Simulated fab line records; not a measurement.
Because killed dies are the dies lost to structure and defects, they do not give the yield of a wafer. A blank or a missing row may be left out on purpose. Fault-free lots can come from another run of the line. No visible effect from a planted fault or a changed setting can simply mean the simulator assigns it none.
fab line records | flow rit_cmos
record lots=14 | wafers=42 | last_day=7
route steps=202 shown NSD@132 PSD@152 M1@202
lots with no fault: from the same line, run without faults
start_h: start of the lot's first displayed wafer, in hours after the record's first day | wait_h: hours elapsed since this lot's preceding step | " unchanged from the row above | L1.1+2: a single row standing in for several wafers | - no value, or no start was given | * or withheld: withheld | < > ~ a bound
route shown NAME@n: names a module that has steps shown in the file, with the first one's number in the route | usual: mean and standard deviation over wafers with no fault | same: alike in all rows | chamber/n: place in a boat | sites: the reading at each site | _std_site: standard deviation of those values | _edge_site: inner sites' mean taken away from outer sites' mean | radius_mm: for every site, how far away it sits from the centre of the wafer | mask NAME#n: copy n | behind: the last tool/chamber to shape the wafer | hold: reason for holding the lot/hours on hold/outcome of the hold | device: whichever transistor did not switch (one of n, p or np) | end of line: tests of these same wafers at the route's end | step lacking rows: just its recipe | killed: count of dies lost to structure and defects at first sort (not the wafer's yield) | map: per-die view of a wafer (x killed, . not killed, _ where there is no die)
set.NAME: the setting as run; set.NAME@STEP: as run at that earlier step | model.NAME: the simulator's own value behind a step, which no gauge read
steps of the route over a sample of lots; a table a step, a row a wafer
## steps
# step RIT_NSD_COAT_01
# recipe resist=NOVOLAK | spin_rpm=3250 | resist_thk_nm=1000
# usual chill_plate_temp_C=23.01/0.11 | dispense_pressure_kPa=48/4.9
lot.wafer | tool           | chamber | start_h | wait_h | chill_plate_temp_C | dispense_pressure_kPa
L694.1    | litho_track-01 | 0       | 58.96   | 0.1    | 22.85              | 53
L694.3    | "              | 0       | "       | "      | 22.88              | 54
L694.4    | "              | 0       | "       | "      | 22.97              | 54
L696.3    | litho_track-03 | 0       | 63.40   | 0.1    | 23.15              | 47
L696.5    | "              | 0       | "       | "      | 23.18              | 47
L696.6    | "              | 0       | "       | "      | 23.24              | 47
L695.1    | litho_track-03 | 0       | 64.91   | 0.1    | 22.99              | 47
L695.2    | "              | 0       | "       | "      | 22.90              | 47
L695.3    | "              | 0       | "       | "      | 23.01              | 47
L697.1    | litho_track-04 | 0       | 69.80   | 0.1    | 23.08              | 42
L697.2    | "              | 0       | "       | "      | 22.89              | 42
L697.3    | "              | 0       | "       | "      | 23.02              | 42
L704.2    | litho_track-01 | 0       | 101.14  | 0.1    | 23.11              | 53
L704.3    | "              | 0       | "       | "      | 22.94              | 53
L704.4    | "              | 0       | "       | "      | 23.01              | 53
L703.1    | litho_track-04 | 0       | 103.12  | 0.1    | 23.06              | 42
L703.4    | "              | 0       | "       | "      | 23.18              | 42
L703.6    | "              | 0       | "       | "      | 23.22              | 42
L705.1    | litho_track-01 | 0       | 106.77  | 0.1    | 23.08              | 53
L705.3    | "              | 0       | "       | "      | 22.99              | 54
L705.5    | "              | 0       | "       | "      | 22.90              | 54
L706.2    | litho_track-01 | 0       | 111.93  | 0.1    | 22.94              | 54
L706.4    | "              | 0       | "       | "      | 23.01              | 54
L706.6    | "              | 0       | "       | "      | 22.98              | 54
L707.2    | litho_track-03 | 0       | 116.45  | 0.1    | 22.88              | 47
L707.3    | "              | 0       | "       | "      | 23.08              | 47
L707.6    | "              | 0       | "       | "      | 23.07              | 47
L708.2    | litho_track-04 | 0       | 122.31  | 0.1    | 22.93              | 42
L708.3    | "              | 0       | "       | "      | 23.01              | 42
L708.5    | "              | 0       | "       | "      | 22.81              | 42
L712.1    | litho_track-03 | 0       | 142.52  | 0.1    | 23.02              | 47
L712.2    | "              | 0       | "       | "      | 22.93              | 47
L712.6    | "              | 0       | "       | "      | 23.02              | 47
L714.2    | litho_track-04 | -       | 150.49  | 0.1    | -                  | -
L714.4    | "              | -       | "       | "      | -                  | -
L714.6    | "              | -       | "       | "      | -                  | -
L715.3    | litho_track-01 | -       | 156.07  | 0.1    | -                  | -
L715.4    | "              | -       | "       | "      | -                  | -
L715.5    | "              | -       | "       | "      | -                  | -
L717.1    | litho_track-01 | 0       | 166.46  | 0.1    | 23.06              | 53
L717.2    | "              | 0       | "       | "      | 23.09              | 54
L717.6    | "              | 0       | "       | "      | 23.09              | 53
# step RIT_NSD_OVL_MEAS_06
# usual NSD_OVL=-0.8/1.3
lot.wafer | tool       | chamber | start_h | wait_h | NSD_OVL[nm]
L694.1    | overlay-02 | -       | 59.88   | -      | 0.0
L694.3    | "          | -       | "       | "      | -1.2
L694.4    | "          | -       | "       | "      | -1.4
L696.3    | overlay-02 | -       | 64.06   | -      | -0.6
L696.5    | "          | -       | "       | "      | -1.8
L696.6    | "          | -       | "       | "      | -2.1
L695.1    | overlay-01 | -       | 65.61   | -      | -1.3
L695.2    | "          | -       | "       | "      | 0.0
L695.3    | "          | -       | "       | "      | -0.3
L697.1    | overlay-01 | -       | 70.50   | -      | 2.0
L697.2    | "          | -       | "       | "      | 0.9
L697.3    | "          | -       | "       | "      | 1.3
L704.2    | overlay-02 | -       | 101.82  | -      | -1.9
L704.3    | "          | -       | "       | "      | 0.1
L704.4    | "          | -       | "       | "      | 0.0
L703.1    | overlay-02 | -       | 103.82  | -      | 1.5
L703.4    | "          | -       | "       | "      | -1.2
L703.6    | "          | -       | "       | "      | -1.1
L705.1    | overlay-02 | -       | 107.47  | -      | 0.5
L705.3    | "          | -       | "       | "      | 1.7
L705.5    | "          | -       | "       | "      | 1.6
L706.2    | overlay-02 | -       | 112.74  | -      | -1.3
L706.4    | "          | -       | "       | "      | -2.4
L706.6    | "          | -       | "       | "      | -3.1
L707.2    | overlay-02 | -       | 117.26  | -      | -1.3
L707.3    | "          | -       | "       | "      | -1.9
L707.6    | "          | -       | "       | "      | -0.1
L708.2    | overlay-02 | -       | 122.99  | -      | -1.0
L708.3    | "          | -       | "       | "      | -1.1
L708.5    | "          | -       | "       | "      | -2.1
L712.1    | overlay-01 | -       | 143.22  | -      | 0.0
L712.2    | "          | -       | "       | "      | 0.9
L712.6    | "          | -       | "       | "      | 0.4
L714.2    | overlay-01 | -       | 151.30  | -      | -
L714.4    | "          | -       | "       | "      | -
L714.6    | "          | -       | "       | "      | -
L715.3    | overlay-01 | -       | 156.86  | -      | -
L715.4    | "          | -       | "       | "      | -
L715.5    | "          | -       | "       | "      | -
L717.1    | overlay-01 | -       | 167.29  | -      | -0.1
L717.2    | "          | -       | "       | "      | -1.0
L717.6    | "          | -       | "       | "      | 0.5
# step RIT_PSD_TW_MEAS_10
# usual PSD_TW=3409/24
lot.wafer | tool          | chamber | start_h | wait_h | hold                     | PSD_TW
L694.1    | film_metro-04 | -       | 61.94   | 0.1    | -                        | 3386
L694.3    | "             | -       | "       | "      | -                        | 3372
L694.4    | "             | -       | "       | "      | -                        | 3359
L696.3    | film_metro-01 | -       | 66.13   | 0.1    | -                        | 3421
L696.5    | "             | -       | "       | "      | -                        | 3419
L696.6    | "             | -       | "       | "      | -                        | 3405
L695.1    | film_metro-01 | -       | 67.77   | 0.1    | -                        | 3407
L695.2    | "             | -       | "       | "      | -                        | 3413
L695.3    | "             | -       | "       | "      | -                        | 3437
L697.1    | film_metro-03 | -       | 72.93   | 0.1    | -                        | 3401
L697.2    | "             | -       | "       | "      | -                        | 3379
L697.3    | "             | -       | "       | "      | -                        | 3386
L704.2    | film_metro-01 | -       | 103.84  | 0.1    | -                        | 3393
L704.3    | "             | -       | "       | "      | -                        | 3407
L704.4    | "             | -       | "       | "      | -                        | 3420
L703.1    | film_metro-04 | -       | 105.88  | 0.1    | -                        | 3373
L703.4    | "             | -       | "       | "      | -                        | 3399
L703.6    | "             | -       | "       | "      | -                        | 3383
L705.1    | film_metro-03 | -       | 109.53  | 0.1    | -                        | 3430
L705.3    | "             | -       | "       | "      | -                        | 3440
L705.5    | "             | -       | "       | "      | -                        | 3439
L706.2    | film_metro-03 | -       | 114.74  | 0.1    | -                        | 3410
L706.4    | "             | -       | "       | "      | -                        | 3439
L706.6    | "             | -       | "       | "      | -                        | 3429
L707.2    | film_metro-01 | -       | 119.41  | 0.1    | -                        | 3402
L707.3    | "             | -       | "       | "      | -                        | 3395
L707.6    | "             | -       | "       | "      | -                        | 3393
L708.2    | film_metro-04 | -       | 124.92  | 0.1    | -                        | 3401
L708.3    | "             | -       | "       | "      | -                        | 3373
L708.5    | "             | -       | "       | "      | -                        | 3385
L712.1    | film_metro-03 | -       | 145.32  | 0.1    | -                        | 3423
L712.2    | "             | -       | "       | "      | -                        | 3430
L712.6    | "             | -       | "       | "      | -                        | 3395
L714.2    | film_metro-03 | -       | 153.40  | 0.1    | await_dispo/0.2h/release | 3619
L714.4    | "             | -       | "       | "      | await_dispo/0.2h/release | 3608
L714.6    | "             | -       | "       | "      | await_dispo/0.2h/release | 3606
L714.2    | film_metro-03 | -       | 153.63  | 0.2    | -                        | 3619
L714.4    | "             | -       | "       | "      | -                        | 3619
L714.6    | "             | -       | "       | "      | -                        | 3624
L715.3    | film_metro-03 | -       | 159.21  | 0.1    | await_dispo/0.2h/release | 3626
L715.4    | "             | -       | "       | "      | await_dispo/0.2h/release | 3600
L715.5    | "             | -       | "       | "      | await_dispo/0.2h/release | 3607
L715.3    | film_metro-03 | -       | 159.44  | 0.2    | -                        | 3606
L715.4    | "             | -       | "       | "      | -                        | 3624
L715.5    | "             | -       | "       | "      | -                        | 3636
L717.1    | film_metro-01 | -       | 169.43  | 0.1    | -                        | 3415
L717.2    | "             | -       | "       | "      | -                        | 3420
L717.6    | "             | -       | "       | "      | -                        | 3431
# step RIT_M1_PROBE_99
# usual killed_at_contacts=0.0/0.18 | killed_at_front_end=7/3 | killed_dies=7/3 | killed_on_rim=2/1.4 | killed_open=3.6/1.9 | killed_short=3.2/1.8
# same gross_dies=264 | killed_at_M0_to_M3=0 | killed_at_M4_up=0 | killed_at_back_side=0 | killed_at_other=0
lot.wafer | tool      | chamber | start_h | wait_h | hold                   | killed_at_contacts | killed_at_front_end | killed_dies | killed_on_rim | killed_open | killed_short
L694.1    | prober-02 | -       | 70.17   | 0.1    | -                      | 0                  | 15                  | 15          | 4             | 9           | 6
L694.3    | prober-02 | -       | 70.27   | 0.2    | -                      | 0                  | 9                   | 9           | 4             | 4           | 5
L694.4    | prober-02 | -       | 70.32   | 0.2    | -                      | 0                  | 3                   | 3           | 1             | 1           | 2
L696.3    | prober-01 | -       | 74.23   | 0.2    | -                      | 0                  | 2                   | 2           | 1             | 1           | 1
L696.5    | prober-01 | -       | 74.33   | 0.2    | -                      | 0                  | 5                   | 5           | 1             | 3           | 2
L696.6    | prober-01 | -       | 74.38   | 0.2    | -                      | 0                  | 4                   | 4           | 2             | 3           | 1
L695.1    | prober-02 | -       | 75.88   | 0.1    | -                      | 0                  | 10                  | 10          | 3             | 6           | 4
L695.2    | prober-02 | -       | 75.93   | 0.1    | -                      | 0                  | 6                   | 6           | 3             | 4           | 2
L695.3    | prober-02 | -       | 75.98   | 0.2    | -                      | 0                  | 13                  | 13          | 5             | 7           | 6
L697.1    | prober-01 | -       | 80.85   | 0.1    | -                      | 0                  | 8                   | 8           | 3             | 5           | 3
L697.2    | prober-01 | -       | 80.90   | 0.1    | -                      | 0                  | 5                   | 5           | 3             | 4           | 1
L697.3    | prober-01 | -       | 80.95   | 0.2    | -                      | 0                  | 14                  | 14          | 1             | 8           | 6
L704.2    | prober-01 | -       | 112.06  | 0.1    | -                      | 0                  | 5                   | 5           | 1             | 1           | 4
L704.3    | prober-01 | -       | 112.11  | 0.2    | -                      | 0                  | 5                   | 5           | 4             | 4           | 1
L704.4    | prober-01 | -       | 112.16  | 0.2    | -                      | 0                  | 3                   | 3           | 0             | 0           | 3
L703.1    | prober-02 | -       | 114.05  | 0.1    | -                      | 0                  | 8                   | 8           | 0             | 4           | 4
L703.4    | prober-02 | -       | 114.20  | 0.2    | -                      | 0                  | 14                  | 14          | 5             | 5           | 9
L703.6    | prober-02 | -       | 114.30  | 0.2    | -                      | 1                  | 14                  | 15          | 6             | 9           | 6
L705.1    | prober-01 | -       | 117.48  | 0.1    | -                      | 0                  | 6                   | 6           | 1             | 4           | 2
L705.3    | prober-01 | -       | 117.58  | 0.2    | -                      | 0                  | 7                   | 7           | 2             | 3           | 4
L705.5    | prober-01 | -       | 117.68  | 0.2    | -                      | 0                  | 5                   | 5           | 1             | 3           | 2
L706.2    | prober-02 | -       | 122.65  | 0.1    | -                      | 0                  | 7                   | 7           | 2             | 4           | 3
L706.4    | prober-02 | -       | 122.75  | 0.2    | -                      | 0                  | 4                   | 4           | 2             | 2           | 2
L706.6    | prober-02 | -       | 122.85  | 0.2    | -                      | 0                  | 4                   | 4           | 2             | 1           | 3
L707.2    | prober-01 | -       | 127.63  | 0.1    | -                      | 0                  | 10                  | 10          | 3             | 6           | 4
L707.3    | prober-01 | -       | 127.68  | 0.2    | -                      | 0                  | 6                   | 6           | 0             | 5           | 1
L707.6    | prober-01 | -       | 127.83  | 0.2    | -                      | 1                  | 6                   | 7           | 3             | 6           | 1
L708.2    | prober-02 | -       | 133.04  | 0.1    | -                      | 0                  | 2                   | 2           | 0             | 2           | 0
L708.3    | prober-02 | -       | 133.09  | 0.2    | -                      | 0                  | 5                   | 5           | 2             | 3           | 2
L708.5    | prober-02 | -       | 133.19  | 0.2    | -                      | 0                  | 4                   | 4           | 2             | 4           | 0
L712.1    | prober-02 | -       | 153.21  | 0.1    | -                      | 0                  | 4                   | 4           | 1             | 2           | 2
L712.2    | prober-02 | -       | 153.26  | 0.1    | -                      | 0                  | 8                   | 8           | 2             | 4           | 4
L712.6    | prober-02 | -       | 153.46  | 0.2    | -                      | 0                  | 6                   | 6           | 0             | 2           | 4
L714.2    | prober-02 | -       | 164.90  | 0.1    | await_dispo/8.4h/scrap | 0                  | 264                 | 264         | 70            | 2           | 4
L714.4    | prober-02 | -       | 165.00  | 0.2    | await_dispo/8.4h/scrap | 1                  | 263                 | 264         | 70            | 2           | 5
L714.6    | prober-02 | -       | 165.10  | 0.2    | await_dispo/8.4h/scrap | 0                  | 264                 | 264         | 70            | 4           | 1
L715.3    | prober-01 | -       | 170.54  | 0.2    | await_dispo/4.4h/scrap | 0                  | 264                 | 264         | 70            | 6           | 2
L715.4    | prober-01 | -       | 170.59  | 0.2    | await_dispo/4.4h/scrap | 0                  | 264                 | 264         | 70            | 6           | 3
L715.5    | prober-01 | -       | 170.64  | 0.2    | await_dispo/4.4h/scrap | 0                  | 264                 | 264         | 70            | 4           | 2
L717.1    | prober-01 | -       | 177.66  | 0.1    | -                      | 0                  | 8                   | 8           | 1             | 4           | 4
L717.2    | prober-01 | -       | 177.71  | 0.1    | -                      | 0                  | 3                   | 3           | 0             | 3           | 0
L717.6    | prober-01 | -       | 177.91  | 0.2    | -                      | 0                  | 6                   | 6           | 1             | 3           | 3
# killed by level:class
L694.1 GATE:geometric_particle:open=3 SILICIDE:geometric_particle:short=3 GATE:geometric_particle:short=2 REOX:geometric_particle:open=2 SILICIDE:geometric_particle:open=2 FOX2:geometric_particle:open=1 REOX:geometric_particle:short=1 SPACER:geometric_particle:open=1
L694.3 GATE:geometric_particle:open=4 REOX:geometric_particle:short=2 FOX1:geometric_particle:short=1 GATE:geometric_particle:short=1 SILICIDE:geometric_particle:short=1
L694.4 SILICIDE:geometric_particle:short=2 GATE:geometric_particle:open=1
L696.3 REOX:geometric_particle:short=1 SPACER:geometric_particle:open=1
L696.5 FOX2:geometric_particle:open=1 GATE:geometric_particle:short=1 GATE:geometric_particle:open=1 SPACER:geometric_particle:open=1 SPACER:geometric_particle:short=1
L696.6 REOX:geometric_particle:open=2 FOX2:geometric_particle:open=1 SPACER:geometric_particle:short=1
L695.1 REOX:geometric_particle:short=2 REOX:geometric_particle:open=2 SPACER:geometric_particle:open=2 FOX2:geometric_particle:open=1 GATE:geometric_particle:open=1 SPACER:geometric_particle:short=1 SILICIDE:geometric_particle:short=1
L695.2 GATE:geometric_particle:short=2 SPACER:geometric_particle:open=2 GATE:geometric_particle:open=1 REOX:geometric_particle:open=1
L695.3 GATE:geometric_particle:short=4 GATE:geometric_particle:open=2 REOX:geometric_particle:short=2 REOX:geometric_particle:open=2 FOX1:geometric_particle:open=1 SPACER:geometric_particle:open=1 SILICIDE:geometric_particle:open=1
L697.1 FOX1:geometric_particle:open=2 FOX1:geometric_particle:short=1 GATE:geometric_particle:short=1 GATE:geometric_particle:open=1 REOX:geometric_particle:open=1 SPACER:geometric_particle:open=1 SILICIDE:geometric_particle:short=1
L697.2 GATE:geometric_particle:open=2 FOX2:geometric_particle:open=1 REOX:geometric_particle:open=1 SILICIDE:geometric_particle:short=1
L697.3 SPACER:geometric_particle:short=5 REOX:geometric_particle:open=2 SPACER:geometric_particle:open=2 SILICIDE:geometric_particle:open=2 FOX2:geometric_particle:open=1 GATE:geometric_particle:open=1 SILICIDE:geometric_particle:short=1
L704.2 GATE:geometric_particle:short=3 FOX1:geometric_particle:short=1 REOX:geometric_particle:open=1
L704.3 GATE:geometric_particle:open=3 GATE:geometric_particle:short=1 SPACER:geometric_particle:open=1
L704.4 GATE:geometric_particle:short=3
L703.1 FOX1:geometric_particle:open=2 GATE:geometric_particle:short=2 SPACER:geometric_particle:short=2 FOX2:geometric_particle:open=1 GATE:geometric_particle:open=1
L703.4 GATE:geometric_particle:short=4 GATE:geometric_particle:open=2 SPACER:geometric_particle:short=2 FOX1:geometric_particle:open=1 FOX1:geometric_particle:short=1 FOX2:geometric_particle:short=1 REOX:geometric_particle:open=1 SILICIDE:geometric_particle:short=1
L703.6 GATE:geometric_particle:open=4 GATE:geometric_particle:short=3 FOX2:geometric_particle:open=2 REOX:geometric_particle:open=1 SPACER:geometric_particle:open=1 SPACER:geometric_particle:short=1 SILICIDE:geometric_particle:open=1 SILICIDE:geometric_particle:short=1
L705.1 FOX1:geometric_particle:open=3 GATE:geometric_particle:short=1 SPACER:geometric_particle:short=1 SILICIDE:geometric_particle:open=1
L705.3 GATE:geometric_particle:short=3 FOX1:geometric_particle:open=1 FOX2:geometric_particle:short=1 GATE:geometric_particle:open=1 REOX:geometric_particle:open=1
L705.5 SILICIDE:geometric_particle:short=2 FOX1:geometric_particle:open=1 REOX:geometric_particle:open=1 SPACER:geometric_particle:open=1
L706.2 GATE:geometric_particle:open=2 FOX1:geometric_particle:short=1 REOX:geometric_particle:open=1 REOX:geometric_particle:short=1 SPACER:geometric_particle:short=1 SPACER:geometric_particle:open=1
L706.4 GATE:geometric_particle:open=2 SPACER:geometric_particle:short=1 SILICIDE:geometric_particle:short=1
L706.6 REOX:geometric_particle:open=1 REOX:geometric_particle:short=1 SPACER:geometric_particle:short=1 SILICIDE:geometric_particle:short=1
L707.2 GATE:geometric_particle:open=2 REOX:geometric_particle:short=2 FOX1:geometric_particle:open=1 FOX2:geometric_particle:short=1 GATE:geometric_particle:short=1 REOX:geometric_particle:open=1 SPACER:geometric_particle:open=1 SILICIDE:geometric_particle:open=1
L707.3 REOX:geometric_particle:open=2 FOX1:geometric_particle:open=1 GATE:geometric_particle:open=1 REOX:geometric_particle:short=1 SPACER:geometric_particle:open=1
L707.6 GATE:geometric_particle:open=2 GATE:geometric_particle:short=1 REOX:geometric_particle:open=1 SPACER:geometric_particle:open=1 SILICIDE:geometric_particle:open=1 CONTACT:geometric_particle:open=1
L708.2 FOX1:geometric_particle:open=1 SILICIDE:geometric_particle:open=1
L708.3 FOX1:geometric_particle:open=3 SILICIDE:geometric_particle:short=2
L708.5 FOX1:geometric_particle:open=3 GATE:geometric_particle:open=1
L712.1 FOX1:geometric_particle:short=1 FOX2:geometric_particle:open=1 GATE:geometric_particle:short=1 REOX:geometric_particle:open=1
L712.2 FOX1:geometric_particle:short=2 GATE:geometric_particle:short=2 SILICIDE:geometric_particle:open=2 FOX1:geometric_particle:open=1 REOX:geometric_particle:open=1
L712.6 GATE:geometric_particle:open=2 GATE:geometric_particle:short=2 SILICIDE:geometric_particle:short=2
L714.2 NSD:area_expose=258 SILICIDE:geometric_particle:short=3 GATE:geometric_particle:open=1 REOX:geometric_particle:short=1 SILICIDE:geometric_particle:open=1
L714.4 NSD:area_expose=257 GATE:geometric_particle:short=3 FOX1:geometric_particle:open=1 SPACER:geometric_particle:short=1 SILICIDE:geometric_particle:short=1 CONTACT:geometric_particle:open=1
L714.6 NSD:area_expose=259 FOX1:geometric_particle:open=2 SPACER:geometric_particle:open=2 GATE:geometric_particle:short=1
L715.3 NSD:area_expose=256 SILICIDE:geometric_particle:open=3 FOX1:geometric_particle:open=1 FOX2:geometric_particle:open=1 GATE:geometric_particle:open=1 GATE:geometric_particle:short=1 SILICIDE:geometric_particle:short=1
L715.4 NSD:area_expose=255 FOX2:geometric_particle:open=2 REOX:geometric_particle:open=2 FOX2:geometric_particle:short=1 GATE:geometric_particle:short=1 GATE:geometric_particle:open=1 REOX:geometric_particle:short=1 SPACER:geometric_particle:open=1
L715.5 NSD:area_expose=258 FOX1:geometric_particle:open=1 FOX1:geometric_particle:short=1 FOX2:geometric_particle:open=1 GATE:geometric_particle:open=1 GATE:geometric_particle:short=1 SPACER:geometric_particle:open=1
L717.1 GATE:geometric_particle:open=2 FOX1:geometric_particle:short=1 FOX2:geometric_particle:short=1 GATE:geometric_particle:short=1 REOX:geometric_particle:open=1 SPACER:geometric_particle:short=1 SPACER:geometric_particle:open=1
L717.2 GATE:geometric_particle:open=2 REOX:geometric_particle:open=1
L717.6 SILICIDE:geometric_particle:open=2 FOX1:geometric_particle:short=1 FOX1:geometric_particle:open=1 GATE:geometric_particle:short=1 SPACER:geometric_particle:short=1
## key
first_sign step=RIT_NSD_COAT_01 | reading=tool_record | direction=missing
effect step=RIT_NSD_OVL_MEAS_06 | reading=NSD_OVL | direction=missing
effect step=RIT_PSD_TW_MEAS_10 | reading=visit | direction=added
effect step=RIT_PSD_TW_MEAS_10 | reading=PSD_TW | direction=up | sigmas=8.5 | usual=3409 | struck=3611
effect step=RIT_M1_PROBE_99 | reading=killed_at_front_end | direction=up | sigmas=85 | usual=7 | struck=264
more_kills_born_at RIT_NSD_EXPOSE_03@iline_stepper-02=774 | RIT_NSD_EXPOSE_03@iline_stepper-01=769
met_at RIT_NSD_COAT_01
struck_lots L714,L715
tester_left_out L714,L715
onset_between 122.31 150.49
fault kind=skipped_step_whole | tool=litho_track-01,litho_track-04 | chamber=- | onset_h=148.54 | steps=RIT_NSD_COAT_01 | scope=struck_lots_only
# tester_left_out: of these lots the tester's yield and bins aren't shown, on N5 and GAA mostly nor the transistor test; their killed dies are dies lost to structure and defects alone, not to doping, threshold or leakage, so they don't give the yield
